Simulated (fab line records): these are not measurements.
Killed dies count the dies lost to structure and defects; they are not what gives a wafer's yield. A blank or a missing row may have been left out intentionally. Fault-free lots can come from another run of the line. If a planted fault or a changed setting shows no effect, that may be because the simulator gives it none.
Chamber matching -- flow berkeleyCmos170 -- 4 sister chambers for UCB170_CONTACT_ETCH_18 on rieDiel-01
The step etches PSG in CHF3/CF4/Ar, stops on TiSi2, target depth 840 nm, time 195 s. 14 wafers are shown with their chamber, then 7 later ones without.

WAFERS WITH THEIR CHAMBER
wafer,chamber,drypumpMotorCurrentA (A),throttleValvePct (%),oesProductAu (a.u.)
L932.3,0,5.8,6.95,0.890
L932.5,2,4.9,6.98,0.887
L932.6,1,5.2,6.94,0.889
L935.1,3,5.7,6.68,0.913
L935.3,2,4.9,6.95,0.886
L935.5,2,4.9,6.96,0.900
L938.1,2,4.9,6.96,0.895
L938.4,3,5.7,6.68,0.927
L938.6,0,5.9,6.95,0.906
L939.1,1,5.2,6.94,0.894
L939.4,2,4.9,6.96,0.893
L939.5,0,5.8,6.94,0.903
L941.1,2,4.9,6.95,0.897
L941.2,1,5.2,6.95,0.902

SIGNATURES (means of the wafers above)
reading,chamber 0,chamber 1,chamber 2,chamber 3,scatter within a chamber
drypumpMotorCurrentA,5.833,5.200,4.900,5.700,0.0258
throttleValvePct,6.9467,6.9433,6.9600,6.6800,0.00856
oesProductAu,0.89967,0.89500,0.89300,0.92000,0.00695
Rule: for each reading, subtract the chamber's mean from the wafer's reading, divide by that reading's scatter and square the result; add these up over the readings and take the root, which gives the wafer's distance from the chamber. The wafer belongs to the nearest chamber; if the next one is less than 2 further off, it can't be placed. The scatter: take each reading less its chamber's mean, square it, sum over the shown wafers, divide by the number of wafers less the number of chambers, and take the root.

WAFERS WITHOUT THEIR CHAMBER
wafer,drypumpMotorCurrentA (A),throttleValvePct (%),oesProductAu (a.u.)
L941.5,5.7,6.67,0.916
L942.2,5.8,6.95,0.891
L942.4,4.9,6.95,0.880
L942.5,5.8,6.95,0.890
L943.1,4.9,6.96,0.903
L943.5,5.8,6.96,0.909
L943.6,5.7,6.69,0.924

WHICH CHAMBER EACH ONE RAN IN
wafer,from the rows above,in truth
L941.5,3,3
L942.2,0,0
L942.4,2,2
L942.5,0,0
L943.1,2,2
L943.5,0,0
L943.6,3,3
7 of 7 placed correctly. Can't be placed from these rows: 0. 0 placed wrongly.
